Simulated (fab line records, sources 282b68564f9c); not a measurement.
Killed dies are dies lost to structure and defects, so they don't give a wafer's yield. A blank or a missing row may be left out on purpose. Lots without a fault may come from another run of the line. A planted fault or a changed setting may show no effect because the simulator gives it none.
One fault seen from 2 desks | flow rit_cmos | each desk has only its own numbers; what lay behind them comes last

THE METROLOGY DESK
What the gauges read, lot by lot, whatever tool the lot ran on: means of the sampled wafers that have a number. A lot is out of limits, marked OUT, if its mean lies more than 4 standard deviations from the usual mean; the brackets give that distance.
Columns: A = NWELL_OVL at RIT_NWELL_OVL_MEAS_06, usual 1.3 nm; B = NLDD_TW at RIT_NLDD_TW_MEAS_10, usual 2490; C = NSD_OVL at RIT_NSD_OVL_MEAS_06, usual 0.5 nm
lot  | first seen here | A    | B                    | C
L891 | day 1 21:08     | 0.5  | 2478                 | 1.9
L892 | day 2 04:38     | 0.8  | 2514                 | 0.4
L893 | day 2 07:37     | 0.6  | 2507                 | 1.2
L894 | day 2 12:08     | 0.7  | 2502                 | -3.0
L895 | day 2 16:30     | 2.4  | 2507                 | 1.4
L896 | day 2 21:22     | 2.1  | 2502                 | 1.4
L897 | day 3 03:04     | -0.9 | 2501                 | 0.4
L898 | day 3 08:05     | 0.2  | 2461                 | -1.1
L899 | day 3 13:29     | 2.5  | 2466                 | 0.5
L900 | day 3 18:22     | 2.9  | 2518                 | -0.8
L903 | day 4 08:17     | 1.6  | 2465                 | 1.1
L907 | day 5 04:20     | 2.5  | 30 (-99 or more) OUT | -
L909 | day 5 20:35     | 1.3  | 30 (-99 or more) OUT | -
L910 | day 5 22:10     | 1.7  | 2518                 | 0.8
This desk's finding: out of limits on L907, L909; first on L907, day 6 01:57 (NLDD_TW at RIT_NLDD_TW_MEAS_10). In limits: L891, L892, L893, L894, L895, L896, L897, L898, L899, L900, L903, L910.

THE TOOL OWNER'S DESK: litho_track-03
The tool's own readings at RIT_NLDD_DEVELOP_05 (develop time 50 s): means of the sampled wafers that have a number, for each lot that ran on this tool. A lot is out of limits, marked OUT, if its mean lies more than 4 standard deviations from the usual mean; the brackets give that distance.
Columns: A = chill_plate_temp_C at RIT_NLDD_DEVELOP_05, usual 23.01 C; B = resist_line_temp_C at RIT_NLDD_DEVELOP_05, usual 23.01 C
lot  | first seen here | A     | B
L893 | day 3 03:00     | 22.93 | 23.19
L897 | day 3 23:00     | 22.96 | 22.97
L899 | day 4 10:00     | 23.07 | 23.01
L907 | day 6 01:00     | 22.91 | 23.09
L909 | day 6 17:00     | 23.06 | 23.03
This desk's finding: nothing out of limits on any of the 5 lots.

PUT TOGETHER
The metrology desk could have raised an alarm at day 6 01:57, on L907, L909.
The tool owner's desk saw nothing out of limits.
The tool owner's desk has L907, L909 on record, within its limits.
Of the lots named, all ran RIT_NLDD_DEVELOP_05 on litho_track-03.

WHAT THE SIMULATOR HAD PUT IN
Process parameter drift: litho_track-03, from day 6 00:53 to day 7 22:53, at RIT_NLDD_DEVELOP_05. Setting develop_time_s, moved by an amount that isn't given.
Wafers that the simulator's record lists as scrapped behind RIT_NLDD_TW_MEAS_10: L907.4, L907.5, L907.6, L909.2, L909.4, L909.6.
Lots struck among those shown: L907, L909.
Hours from the fault's start to each desk's first reading out of limits: the metrology desk, 1.
